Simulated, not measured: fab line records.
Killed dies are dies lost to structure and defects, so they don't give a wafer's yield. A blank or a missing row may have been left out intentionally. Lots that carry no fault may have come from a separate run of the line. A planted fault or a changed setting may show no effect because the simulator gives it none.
What tool caused it? | flow berkeleyCmos170 | 42 wafers from 14 lots sampled at 5 of the route's 331 steps

== WHAT THE GAUGES READ, wafer by wafer ==
UCB170_CONTACT_THK_MEAS_02.
lot  | measured     | on           | CONTACT_PSG_THK (nm)
L329 | day 7 03:07  | filmMetro-01 | 700 697 696
L330 | day 7 03:07  | filmMetro-03 | 696 696 703
L328 | day 7 03:06  | filmMetro-02 | 690 692 695
L331 | day 7 12:17  | filmMetro-02 | 707 699 704
L332 | day 7 12:18  | filmMetro-01 | 703 701 704
L333 | day 8 15:49  | filmMetro-01 | 697 699 697
L334 | day 8 15:49  | filmMetro-03 | 695 689 689
L336 | day 8 15:42  | filmMetro-02 | 711 705 708
L335 | day 8 15:43  | filmMetro-03 | 706 704 702
L339 | day 9 04:21  | filmMetro-03 | 699 699 696
L344 | day 10 08:54 | filmMetro-02 | 859 854 858 860 852 857
L349 | day 10 23:23 | filmMetro-03 | 706 704 702
L346 | day 11 01:38 | filmMetro-03 | 868 868 865 868 867 865
L350 | day 11 11:03 | filmMetro-03 | 689 693 694

UCB170_V2_BOW_MEAS_03.
lot  | measured     | on           | V2_BOW (um)
L329 | day 7 22:06  | filmMetro-01 | 26 34 38
L330 | day 7 21:55  | filmMetro-03 | 43 31 53
L328 | day 7 22:11  | filmMetro-02 | 34 31 48
L331 | day 8 05:08  | filmMetro-02 | 34 35 34
L332 | day 8 04:50  | filmMetro-02 | 31 35 36
L333 | day 9 08:08  | filmMetro-01 | 34 31 49
L334 | day 9 07:41  | filmMetro-03 | 41 31 32
L336 | day 9 06:31  | filmMetro-03 | 38 39 31
L335 | day 9 06:22  | filmMetro-01 | 34 36 43
L339 | day 9 20:08  | filmMetro-01 | 30 27 27
L349 | day 11 14:17 | filmMetro-03 | 35 38 33
L350 | day 12 05:15 | filmMetro-01 | 34 46 37

== EACH LOT AND THE TOOL THAT RAN IT (in order: tool; ch and the chambers of the sampled wafers; start) ==
lot  | UCB170_SDANNEAL_RTA_01          | UCB170_CONTACT_CVD_01       | UCB170_CONTACT_ETCH_18
L329 | rtpAnneal-02 ch 0, day 6 20:57  | lpcvd-02 ch 0, day 7 00:26  | rieDiel-02 ch 0,2, day 7 22:06 or earlier
L330 | rtpAnneal-01 ch 0, day 6 20:58  | lpcvd-02 ch 1, day 7 00:26  | rieDiel-04 ch 0,1,2, day 7 21:55 or earlier
L328 | rtpAnneal-02 ch 0, day 6 21:10  | lpcvd-02 ch 0, day 7 00:26  | rieDiel-03 ch 1,2,3, day 7 22:11 or earlier
L331 | rtpAnneal-02 ch 0, day 7 09:25  | lpcvd-01 ch 1, day 7 10:30  | rieDiel-03 ch 2,3, day 8 05:08 or earlier
L332 | rtpAnneal-01 ch 0, day 7 09:26  | lpcvd-01 ch 0, day 7 10:30  | rieDiel-02 ch 0,1, day 8 04:50 or earlier
L333 | rtpAnneal-02 ch 0, day 8 11:47  | lpcvd-02 ch 1, day 8 13:08  | rieDiel-02 ch 0,3, day 9 08:08 or earlier
L334 | rtpAnneal-01 ch 0, day 8 11:52  | lpcvd-02 ch 0, day 8 13:08  | rieDiel-04 ch 0,1,3, day 9 07:41 or earlier
L336 | rtpAnneal-02 ch 0, day 8 12:08  | lpcvd-01 ch 0, day 8 13:55  | rieDiel-03 ch 1,2,3, day 9 06:31 or earlier
L335 | rtpAnneal-01 ch 0, day 8 12:10  | lpcvd-01 ch 1, day 8 13:55  | rieDiel-04 ch 0,1,2, day 9 06:22 or earlier
L339 | rtpAnneal-01 ch 0, day 8 22:41  | lpcvd-01 ch 1, day 9 01:40  | rieDiel-03 ch 1,2, day 9 20:08 or earlier
L344 | rtpAnneal-02 ch 0, day 10 05:08 | lpcvd-02 ch 0, day 10 06:13 | rieDiel-02 ch 1,3, no start
L349 | rtpAnneal-02 ch 0, day 10 20:31 | lpcvd-01 ch 1, day 10 21:37 | rieDiel-04 ch 0,2,3, day 11 14:17 or earlier
L346 | rtpAnneal-01 ch 0, day 10 20:32 | lpcvd-02 ch 1, day 10 22:57 | rieDiel-03 ch 2,3, no start
L350 | rtpAnneal-02 ch 0, day 11 08:11 | lpcvd-01 ch 0, day 11 09:16 | rieDiel-04 ch 0,2,3, day 12 05:15 or earlier
- UCB170_SDANNEAL_RTA_01: time 5 s.
- UCB170_CONTACT_CVD_01: deposits PSG from SiH4/O2/PH3, target thk 700 nm, time 2820 s.
- UCB170_CONTACT_ETCH_18: etches PSG in CHF3/CF4/Ar, stops on TiSi2, target depth 840 nm, time 195 s.

== WHAT THE TOOLS THEMSELVES READ (means of the sampled wafers that have a number; where no wafer has one, the mark that the record gives instead) ==
UCB170_SDANNEAL_RTA_01.
lot  | tool         | lampPowerPct (%) | wafer_temp_C_max
L329 | rtpAnneal-02 | 36.2             | 1054.3
L330 | rtpAnneal-01 | 39.7             | 1053.6
L328 | rtpAnneal-02 | 36.2             | 1055.1
L331 | rtpAnneal-02 | 36.2             | 1055.4
L332 | rtpAnneal-01 | 39.7             | 1053.4
L333 | rtpAnneal-02 | 36.2             | 1054.8
L334 | rtpAnneal-01 | 39.8             | 1053.4
L336 | rtpAnneal-02 | 36.2             | 1054.0
L335 | rtpAnneal-01 | 39.8             | 1053.7
L339 | rtpAnneal-01 | 39.8             | 1054.3
L344 | rtpAnneal-02 | 36.2             | 1054.6
L349 | rtpAnneal-02 | 36.2             | 1054.5
L346 | rtpAnneal-01 | 39.8             | 1052.7
L350 | rtpAnneal-02 | 36.2             | 1056.0

UCB170_CONTACT_CVD_01.
lot  | tool     | o2FlowSccm (sccm) | zonePowerCentrePct (%)
L329 | lpcvd-02 | 90.15             | 19.5
L330 | lpcvd-02 | 90.21             | 20.9
L328 | lpcvd-02 | 89.75             | 19.8
L331 | lpcvd-01 | 89.89             | 19.4
L332 | lpcvd-01 | 89.89             | 20.3
L333 | lpcvd-02 | 89.56             | 20.7
L334 | lpcvd-02 | 90.06             | 19.6
L336 | lpcvd-01 | 90.08             | 20.3
L335 | lpcvd-01 | 90.30             | 19.7
L339 | lpcvd-01 | 90.18             | 19.6
L344 | lpcvd-02 | 89.86             | 19.6
L349 | lpcvd-01 | 90.14             | 19.6
L346 | lpcvd-02 | 89.79             | 20.7
L350 | lpcvd-01 | 89.77             | 20.2

UCB170_CONTACT_ETCH_18.
lot  | tool       | CHF3_flow_sccm (sccm) | drypumpMotorCurrentA (A) | oesProductAu (a.u.) | throttleValvePct (%)
L329 | rieDiel-02 | 44.94                 | 5.4                      | 0.896               | 6.94
L330 | rieDiel-04 | 44.97                 | 6.3                      | 0.890               | 6.90
L328 | rieDiel-03 | 44.95                 | 5.2                      | 0.897               | 6.94
L331 | rieDiel-03 | 44.95                 | 5.1                      | 0.915               | 7.05
L332 | rieDiel-02 | 45.00                 | 5.7                      | 0.885               | 6.99
L333 | rieDiel-02 | 45.04                 | 5.2                      | 0.887               | 6.93
L334 | rieDiel-04 | 45.01                 | 6.4                      | 0.872               | 6.90
L336 | rieDiel-03 | 45.05                 | 5.3                      | 0.897               | 6.95
L335 | rieDiel-04 | 44.99                 | 6.3                      | 0.889               | 6.90
L339 | rieDiel-03 | 45.05                 | 5.4                      | 0.890               | 6.85
L344 | rieDiel-02 | 44.98                 | 5.4                      | 0.992               | 6.88
L349 | rieDiel-04 | 45.07                 | 6.3                      | 0.876               | 6.90
L346 | rieDiel-03 | 45.04                 | 4.9                      | 0.985               | 6.96
L350 | rieDiel-04 | 45.14                 | 6.3                      | 0.872               | 6.90

== THE ANSWER, worked out from the rows above alone ==
Rule: usual is defined by the lots themselves. Put in order of their means at a reading, lots are off if they are a third of the lots or fewer, leave a main group of 4 or more, and stand apart from it by a gap of 3 or more times the standard deviation of the main group's means; of several such gaps the widest counts. If all means in a main group match to the digits the tables above print for the reading, that group is not used. Also off: a lot with no number at a reading for which 4 or more lots have one. The other lots that the step has rows for count as sound. After the gauges, taken in route order, come the tools' own readings; for these a lot's mean is taken, as printed above. The first step at which some lot is off is used, and at that step the reading that is off furthest; a lot without a number counts as furthest.
Off: L344, L346, at UCB170_CONTACT_THK_MEAS_02 (CONTACT_PSG_THK). The main group: mean 699 nm, standard deviation 5.2.
If a tool, at a process step before that reading, ran all the lots that are off and no sound lot after the first of them, it fits. Not tried: the gauges at UCB170_CONTACT_THK_MEAS_02; whatever is off there is also off at UCB170_CONTACT_ETCH_18, on other tools, and gauge error can't account for it. One candidate fits, namely lpcvd-02 at UCB170_CONTACT_CVD_01. A fault onset in the window from L333 (day 8 13:08, its last sound lot) to L344 (day 10 06:13, its first lot off) fits.

== WHAT THE SIMULATOR HAD PUT IN ==
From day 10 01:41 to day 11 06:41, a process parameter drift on lpcvd-02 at UCB170_CONTACT_CVD_01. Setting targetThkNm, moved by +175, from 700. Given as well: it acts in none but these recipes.
Shown lots that were struck: L344, L346. Same finding as the rule above.
